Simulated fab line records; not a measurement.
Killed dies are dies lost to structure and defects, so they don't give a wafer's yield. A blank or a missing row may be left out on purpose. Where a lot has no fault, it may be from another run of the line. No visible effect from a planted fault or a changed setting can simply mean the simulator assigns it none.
The tool behind it: which one? | flow berkeleyCmos170 | 7 lots with 21 wafers sampled at 2 steps, on a route of 331 steps

## WHAT THE GAUGES SHOWED, per wafer
UCB170_PWELL_THK_MEAS_06.
lot  | measured    | on           | PWELL_NITRIDE_THK (nm)
L310 | day 2 22:52 | filmMetro-02 | 219.7 219.0 221.5
L313 | day 3 16:52 | filmMetro-02 | 222.9 220.8 222.8
L316 | day 4 14:14 | filmMetro-04 | 222.2 220.8 221.2
L319 | day 4 23:17 | filmMetro-04 | 219.7 219.3 218.8
L325 | day 6 04:43 | filmMetro-02 | 180.9 181.8 180.9
L328 | day 7 04:11 | filmMetro-03 | 221.5 222.7 222.4
L331 | day 7 15:38 | filmMetro-02 | 219.9 220.2 220.8

## EACH LOT AND THE TOOL THAT RAN IT (in order: tool; ch and the chambers of the sampled wafers; start)
lot  | UCB170_PWELL_CVD_05
L310 | lpcvd-01 ch 0, day 2 20:57
L313 | lpcvd-02 ch 1, day 3 14:56
L316 | lpcvd-01 ch 1, day 4 11:22
L319 | lpcvd-01 ch 0, day 4 20:21
L325 | lpcvd-01 ch 0, day 6 02:47
L328 | lpcvd-02 ch 0, day 7 02:12
L331 | lpcvd-02 ch 0, day 7 13:43
- UCB170_PWELL_CVD_05: deposits Si3N4 from SiH2Cl2/NH3, target thk 220 nm, time 3300 s.

## THE ANSWER, worked out from the rows above alone
Rule: what is usual is taken from the lots themselves. The widest of any qualifying gaps counts: lots, ordered by their means at a reading, are off when they make up no more than a third of the lots, leave a main group of 4 or more, and stand apart from it by 3 or more times the standard deviation of that group's means. If all means in a main group match to the digits the tables above print for the reading, that group is not used. Also off: a lot with no number at a reading for which 4 or more lots have one. Where the step has rows for the other lots, those lots are counted as sound.
Off: L325, at UCB170_PWELL_THK_MEAS_06 (PWELL_NITRIDE_THK). Main group: mean 220.9 nm, sd 1.1.
If a tool, at a process step before that reading, ran all the lots that are off and no sound lot after the first of them, it fits. Those tools and the gauges at UCB170_PWELL_THK_MEAS_06 are tried in the same way. One fits: lpcvd-01 at UCB170_PWELL_CVD_05. A fault onset in the window from L319 (day 4 20:21, its last sound lot) to L325 (day 6 02:47, its first lot off) fits.

## WHAT THE SIMULATOR PUT IN
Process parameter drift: lpcvd-01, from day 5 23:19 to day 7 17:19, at UCB170_PWELL_CVD_05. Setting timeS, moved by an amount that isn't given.
Shown lots that were struck: L325. The rule above found the same.
